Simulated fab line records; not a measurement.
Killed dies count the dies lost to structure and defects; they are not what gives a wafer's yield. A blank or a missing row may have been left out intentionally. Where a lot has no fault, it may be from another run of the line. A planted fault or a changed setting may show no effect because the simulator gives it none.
Split-lot experiment ; flow berkeley cmos170 ; on a route of 331 steps: 5 lots, 23 wafers read

## SPLIT DETAILS
At UCB170_NLDD_IMPLANT_09, the setting energy kev was moved away from the recipe's 30 on 10 of the 23 wafers read, by -5.1% to +3.3%. The other wafers ran this setting at the recipe's value.

Reading taken at the split's own step.

## THE READING
The simulator's own value implant.drp nm, read by no gauge, in nm at UCB170_NLDD_IMPLANT_09. The file gives no usual value for it.

wafer;tool, chamber at the split;energy kev as run;against the recipe;implant.drp nm, nm;against lot-mates on the recipe
L074.1;implanter-01, 0;30;recipe;9.611;-
L074.2;implanter-01, 0;30;recipe;9.611;-
L074.5;implanter-01, 0;30;recipe;9.611;-
L074.4;implanter-01, 0;28.46;-5.1%;9.25;-0.361
L074.6;implanter-01, 0;28.46;-5.1%;9.25;-0.361
L075.1;implanter-04, 0;30;recipe;9.611;-
L075.3;implanter-04, 0;30;recipe;9.611;-
L075.6;implanter-04, 0;30;recipe;9.611;-
L078.1;implanter-02, 0;29.27;-2.4%;9.44;-0.171
L078.4;implanter-02, 0;29.27;-2.4%;9.44;-0.171
L078.5;implanter-02, 0;29.27;-2.4%;9.44;-0.171
L078.3;implanter-02, 0;30;recipe;9.611;-
L078.6;implanter-02, 0;30;recipe;9.611;-
L079.1;implanter-02, 0;31;+3.3%;9.844;+0.233
L079.4;implanter-02, 0;31;+3.3%;9.844;+0.233
L079.5;implanter-02, 0;31;+3.3%;9.844;+0.233
L079.2;implanter-02, 0;30;recipe;9.611;-
L079.6;implanter-02, 0;30;recipe;9.611;-
L081.2;implanter-01, 0;29.15;-2.8%;9.412;-0.199
L081.3;implanter-01, 0;29.15;-2.8%;9.412;-0.199
L081.4;implanter-01, 0;30;recipe;9.611;-
L081.5;implanter-01, 0;30;recipe;9.611;-
L081.6;implanter-01, 0;30;recipe;9.611;-

FIT RESULTS
A straight line over all 23 wafers: implant.drp nm changes by +0.0702 nm for each +1% of energy kev; r = +1.00; the points scatter about the line by 0.00036 nm.
The same after taking each lot's own level away (the mean of its wafers on the recipe; 23 wafers): +0.0702 nm for each +1%; r = +1.00; scatter 0.00036 nm.
On that fit, the largest move of energy kev shifts the reading by 0.36 nm.
The lots' own levels span 9.6110 to 9.6110 nm.
The two slopes are in agreement: the lot-to-lot level therefore moves the slope only a little.
Check: -0.36 nm against its lot-mates is what the line predicts for one of the wafers moved furthest among these (-5.1%) when that wafer is left out of the fit. It came out at -0.361 nm against them.

## OTHER SPLITS APPLIED TO THESE WAFERS
These wafers also went through other splits before the reading. Each is held against what the fit with the lots' levels taken away leaves over:
other split on the same wafers;wafers away from the commonest value;r with implant.drp nm (lot level and that fit taken away)
UCB170_GATE_PEB_10 peb temp c;10;-0.42

## THE WHOLE CHAIN: every reading that the file lists as answering this split, in the file's order
step;what it does;reading;change (the file's fit);r (the file's)
UCB170_NLDD_IMPLANT_09;;implant.rp nm (the simulator's own value, which no gauge read);+0.166 nm for each +1% of the setting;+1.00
UCB170_NLDD_IMPLANT_09;;implant.drp nm (the simulator's own value, which no gauge read);+0.0702 nm for each +1% of the setting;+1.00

## THE FILE'S OWN FIT
implant.drp nm changes by +0.0702 nm for each +1% of energy kev, r = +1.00.
